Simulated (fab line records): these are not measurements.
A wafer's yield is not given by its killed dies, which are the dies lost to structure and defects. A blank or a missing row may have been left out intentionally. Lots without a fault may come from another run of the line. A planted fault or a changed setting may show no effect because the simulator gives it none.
What tool caused it? :: flow ritCmos :: Sampling: 15 lots, 45 wafers, 5 of 202 route steps

== WHAT THE GAUGES READ, wafer by wafer ==
RIT_ACTIVE_BOW_MEAS_00. Usual: INCOMING_BOW 0 um, standard deviation 7.
lot: L862
measured: day 1 10:02
on: filmMetro-02
INCOMING_BOW (um): 3 1 -10
flag: 

lot: L864
measured: day 1 20:02
on: filmMetro-03
INCOMING_BOW (um): 10 1 -2
flag: 

lot: L865
measured: day 2 01:00
on: filmMetro-01
INCOMING_BOW (um): -4 2 1
flag: 

lot: L866
measured: day 2 06:01
on: filmMetro-03
INCOMING_BOW (um): 1 -7 2
flag: 

lot: L868
measured: day 2 16:01
on: filmMetro-02
INCOMING_BOW (um): -1 -3 4
flag: 

lot: L869
measured: day 2 21:00
on: filmMetro-02
INCOMING_BOW (um): 6 -9 9
flag: 

lot: L871
measured: day 3 07:00
on: filmMetro-03
INCOMING_BOW (um): -2 7 4
flag: 

lot: L872
measured: day 3 12:01
on: filmMetro-02
INCOMING_BOW (um): 8 8 8
flag: 

lot: L873
measured: day 3 17:01
on: filmMetro-03
INCOMING_BOW (um): -3 5 4
flag: 

lot: L874
measured: day 3 22:00
on: filmMetro-01
INCOMING_BOW (um): 8 -18 -7
flag: 

lot: L876
measured: day 4 08:02
on: filmMetro-02
INCOMING_BOW (um): 10 -4 -8
flag: 

lot: L878
measured: day 4 18:01
on: filmMetro-03
INCOMING_BOW (um): -5 -1 -17
flag: 

lot: L879
measured: day 4 23:02
on: filmMetro-01
INCOMING_BOW (um): -3 4 -3
flag: 

lot: L883
measured: day 5 19:01
on: filmMetro-02
INCOMING_BOW (um): 7 -1 5
flag: 

lot: L885
measured: day 6 05:01
on: filmMetro-03
INCOMING_BOW (um): 6 -8 2
flag: 

RIT_NWELL_TW_MEAS_10. Usual: NWELL_TW 2135, standard deviation 14.
lot: L862
measured: day 1 21:32
on: filmMetro-03
NWELL_TW: 2139 2128 2131
flag: 

lot: L864
measured: day 2 06:56
on: filmMetro-03
NWELL_TW: 2131 2142 2134
flag: 

lot: L865
measured: day 2 11:59
on: filmMetro-01
NWELL_TW: 2164 2166 2164
flag: 

lot: L866
measured: day 2 17:06
on: filmMetro-03
NWELL_TW: 2136 2125 2139
flag: 

lot: L868
measured: day 3 03:15
on: filmMetro-04
NWELL_TW: 2124 2126 2123
flag: 

lot: L869
measured: day 3 08:16
on: filmMetro-04
NWELL_TW: 2125 2137 2125
flag: 

lot: L871
measured: day 3 18:33
on: filmMetro-04
NWELL_TW: 2126 2118 2125
flag: 

lot: L872
measured: day 3 23:28
on: filmMetro-03
NWELL_TW: 2150 2158 2155
flag: 

lot: L873
measured: day 4 05:04
on: filmMetro-03
NWELL_TW: 2133 2148 2146
flag: 

lot: L874
measured: day 4 10:25
on: filmMetro-04
NWELL_TW: 2116 2100 2114
flag: 

lot: L876
measured: day 4 20:33
on: filmMetro-04
NWELL_TW: 2113 2127 2117
flag: 

lot: L878
measured: day 5 06:46
on: filmMetro-04
NWELL_TW: 2135 2135 2137
flag: 

lot: L879
measured: day 5 11:56
on: filmMetro-04
NWELL_TW: 2126 2140 2121
flag: 

lot: L883
measured: day 6 06:05
on: filmMetro-04
NWELL_TW: 2125 2131 2131
flag: 

lot: L885
measured: day 6 17:25
on: filmMetro-04
NWELL_TW: 2122 2133 2123
flag: 

RIT_NRETRO_TW_MEAS_10. Usual: NRETRO_TW 1052, standard deviation 6.7.
lot: L862
measured: day 2 07:02
on: filmMetro-01
NRETRO_TW: 1060 1056 1058
flag: 

lot: L864
measured: day 2 15:26
on: filmMetro-03
NRETRO_TW: 1046 1043 1043
flag: 

lot: L865
measured: day 2 20:44
on: filmMetro-02
NRETRO_TW: 1042 1044 1043
flag: 

lot: L866
measured: day 3 01:57
on: filmMetro-01
NRETRO_TW: 1061 1059 1066
flag: 

lot: L868
measured: day 3 12:29
on: filmMetro-03
NRETRO_TW: 1059 1058 1056
flag: 

lot: L869
measured: day 3 17:17
on: filmMetro-02
NRETRO_TW: 1061 1054 1054
flag: 

lot: L871
measured: day 4 03:06
on: filmMetro-01
NRETRO_TW: 1055 1058 1061
flag: 

lot: L872
measured: day 4 08:01
on: filmMetro-03
NRETRO_TW: 1054 1052 1049
flag: 

lot: L873
measured: day 4 14:26
on: filmMetro-01
NRETRO_TW: 1058 1057 1062
flag: 

lot: L874
measured: day 4 19:30
on: filmMetro-03
NRETRO_TW: 1056 1054 1055
flag: 

lot: L876
measured: day 5 05:30
on: filmMetro-03
NRETRO_TW: 1173 1176 1170
flag: OFF

lot: L878
measured: day 5 15:14
on: filmMetro-03
NRETRO_TW: 1051 1051 1045
flag: 

lot: L879
measured: day 5 20:22
on: filmMetro-01
NRETRO_TW: 1186 1181 1186
flag: OFF

lot: L883
measured: day 6 15:27
on: filmMetro-03
NRETRO_TW: 1048 1047 1053
flag: 

lot: L885
measured: day 7 01:59
on: filmMetro-01
NRETRO_TW: 1179 1183 1183
flag: OFF

RIT_FOX2_THK_MEAS_91. Usual: FIELD_OXIDE_LEFT_2_THK 257 nm, standard deviation 6.7.
lot: L862
measured: day 2 09:15
on: filmMetro-03
FIELD_OXIDE_LEFT_2_THK (nm): 256 256 259
flag: 

lot: L864
measured: day 2 17:29
on: filmMetro-04
FIELD_OXIDE_LEFT_2_THK (nm): 263 267 256
flag: 

lot: L865
measured: day 2 22:46
on: filmMetro-04
FIELD_OXIDE_LEFT_2_THK (nm): 259 263 263
flag: 

lot: L866
measured: day 3 04:04
on: filmMetro-04
FIELD_OXIDE_LEFT_2_THK (nm): 256 254 255
flag: 

lot: L868
measured: day 3 14:41
on: filmMetro-04
FIELD_OXIDE_LEFT_2_THK (nm): 255 253 251
flag: 

lot: L869
measured: day 3 19:20
on: filmMetro-04
FIELD_OXIDE_LEFT_2_THK (nm): 256 255 248
flag: 

lot: L871
measured: day 4 05:17
on: filmMetro-04
FIELD_OXIDE_LEFT_2_THK (nm): 257 256 254
flag: 

lot: L872
measured: day 4 10:04
on: filmMetro-03
FIELD_OXIDE_LEFT_2_THK (nm): 261 252 262
flag: 

lot: L873
measured: day 4 16:33
on: filmMetro-04
FIELD_OXIDE_LEFT_2_THK (nm): 263 262 265
flag: 

lot: L874
measured: day 4 21:32
on: filmMetro-03
FIELD_OXIDE_LEFT_2_THK (nm): 257 254 253
flag: 

lot: L876
measured: day 5 07:31
on: filmMetro-03
FIELD_OXIDE_LEFT_2_THK (nm): 259 254 257
flag: 

lot: L878
measured: day 5 17:41
on: filmMetro-03
FIELD_OXIDE_LEFT_2_THK (nm): 260 258 260
flag: 

lot: L879
measured: day 5 22:48
on: filmMetro-04
FIELD_OXIDE_LEFT_2_THK (nm): 260 259 269
flag: 

lot: L883
measured: day 6 17:31
on: filmMetro-02
FIELD_OXIDE_LEFT_2_THK (nm): 249 252 247
flag: 

lot: L885
measured: day 7 04:03
on: filmMetro-02
FIELD_OXIDE_LEFT_2_THK (nm): 249 256 252
flag: 

== TOOL THAT RAN EACH LOT (tool first, then ch and the chambers of the sampled wafers, then the start) ==
lot: L862
RIT_NRETRO_IMPLANT_08: implanter-03 ch 0, day 2 06:44

lot: L864
RIT_NRETRO_IMPLANT_08: implanter-03 ch 0, day 2 15:09

lot: L865
RIT_NRETRO_IMPLANT_08: implanter-04 ch 0, day 2 20:25

lot: L866
RIT_NRETRO_IMPLANT_08: implanter-01 ch 0, day 3 01:38

lot: L868
RIT_NRETRO_IMPLANT_08: implanter-04 ch 0, day 3 12:11

lot: L869
RIT_NRETRO_IMPLANT_08: implanter-04 ch 0, day 3 16:57

lot: L871
RIT_NRETRO_IMPLANT_08: implanter-04 ch 0, day 4 02:47

lot: L872
RIT_NRETRO_IMPLANT_08: implanter-03 ch 0, day 4 07:43

lot: L873
RIT_NRETRO_IMPLANT_08: implanter-01 ch 0, day 4 14:07

lot: L874
RIT_NRETRO_IMPLANT_08: implanter-04 ch 0, day 4 19:10

lot: L876
RIT_NRETRO_IMPLANT_08: implanter-04 ch 0, day 5 05:12

lot: L878
RIT_NRETRO_IMPLANT_08: implanter-01 ch 0, day 5 14:53

lot: L879
RIT_NRETRO_IMPLANT_08: implanter-04 ch 0, day 5 20:04

lot: L883
RIT_NRETRO_IMPLANT_08: implanter-03 ch 0, day 6 15:08

lot: L885
RIT_NRETRO_IMPLANT_08: implanter-04 ch 0, day 7 01:41
- RIT_NRETRO_IMPLANT_08

== WHAT THE TOOLS THEMSELVES READ (means of the sampled wafers that have a number; where no wafer has one, the mark that the record gives instead) ==
RIT_NRETRO_IMPLANT_08. Usual: beamOnS 10.02 s, standard deviation 0.2; faradayCurrentUA 31.7, standard deviation 0.63; tiltDeg 7.000 degrees, standard deviation 0.019.
lot: L862
tool: implanter-03
beamOnS (s): 9.85
faradayCurrentUA: 32.3
tiltDeg (degrees): 7.013
flag: 

lot: L864
tool: implanter-03
beamOnS (s): 9.94
faradayCurrentUA: 32.0
tiltDeg (degrees): 7.011
flag: 

lot: L865
tool: implanter-04
beamOnS (s): 9.99
faradayCurrentUA: 31.8
tiltDeg (degrees): 6.955
flag: 

lot: L866
tool: implanter-01
beamOnS (s): 10.03
faradayCurrentUA: 31.7
tiltDeg (degrees): 6.978
flag: 

lot: L868
tool: implanter-04
beamOnS (s): 9.90
faradayCurrentUA: 32.1
tiltDeg (degrees): 6.999
flag: 

lot: L869
tool: implanter-04
beamOnS (s): 10.08
faradayCurrentUA: 31.4
tiltDeg (degrees): 7.016
flag: 

lot: L871
tool: implanter-04
beamOnS (s): 10.11
faradayCurrentUA: 31.4
tiltDeg (degrees): 6.976
flag: 

lot: L872
tool: implanter-03
beamOnS (s): 10.10
faradayCurrentUA: 31.4
tiltDeg (degrees): 7.004
flag: 

lot: L873
tool: implanter-01
beamOnS (s): 10.05
faradayCurrentUA: 31.7
tiltDeg (degrees): 7.010
flag: 

lot: L874
tool: implanter-04
beamOnS (s): 10.25
faradayCurrentUA: 31.0
tiltDeg (degrees): 7.034
flag: 

lot: L876
tool: implanter-04
beamOnS (s): 14.24
faradayCurrentUA: 22.3
tiltDeg (degrees): 7.002
flag: OFF

lot: L878
tool: implanter-01
beamOnS (s): 10.21
faradayCurrentUA: 31.0
tiltDeg (degrees): 6.995
flag: 

lot: L879
tool: implanter-04
beamOnS (s): 14.47
faradayCurrentUA: 22.0
tiltDeg (degrees): 6.980
flag: OFF

lot: L883
tool: implanter-03
beamOnS (s): 10.06
faradayCurrentUA: 31.6
tiltDeg (degrees): 7.005
flag: 

lot: L885
tool: implanter-04
beamOnS (s): 14.45
faradayCurrentUA: 22.0
tiltDeg (degrees): 7.023
flag: OFF

== THE ANSWER, worked out from the rows above alone ==
Rule: lot off if the mean of its wafers having a number is beyond 3 standard deviations from the usual mean. A lot without any number at a reading at which 4 lots or more have one is off too. Any other lot the step has rows for is counted as sound. First the gauges in route order, then the tools' own readings, where a lot's mean is used as printed above. The first step at which some lot is off is used, and at that step the reading that is off furthest; a lot without a number counts as furthest.
Off: at RIT_NRETRO_TW_MEAS_10 (NRETRO_TW), L876, L879, L885.
If a tool, at a process step before that reading, ran all the lots that are off and no sound lot after the first of them, it fits. The gauges at RIT_NRETRO_TW_MEAS_10 aren't tried: what is off there is off at RIT_NRETRO_IMPLANT_08 too, on other tools, and a gauge's error can't cause that. One candidate fits, namely implanter-04 at RIT_NRETRO_IMPLANT_08. A fault onset in the window from L874 (day 4 19:10, its last sound lot) to L876 (day 5 05:12, its first lot off) fits.
The tool's own readings at RIT_NRETRO_IMPLANT_08 bear it out: on the lots that are off they differ by more than 5 times the standard deviation of the sound lots' means. beamOnS reads 14.39 s there against 10.05 s on the sound lots; faradayCurrentUA reads 22.1 there against 31.6 on the sound lots.

== WHAT HAD BEEN PUT IN BY THE SIMULATOR ==
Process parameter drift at RIT_NRETRO_IMPLANT_08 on implanter-04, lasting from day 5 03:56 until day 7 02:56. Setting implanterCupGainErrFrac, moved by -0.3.
Struck lots among those shown: L876, L879, L885. Same finding as the rule above.
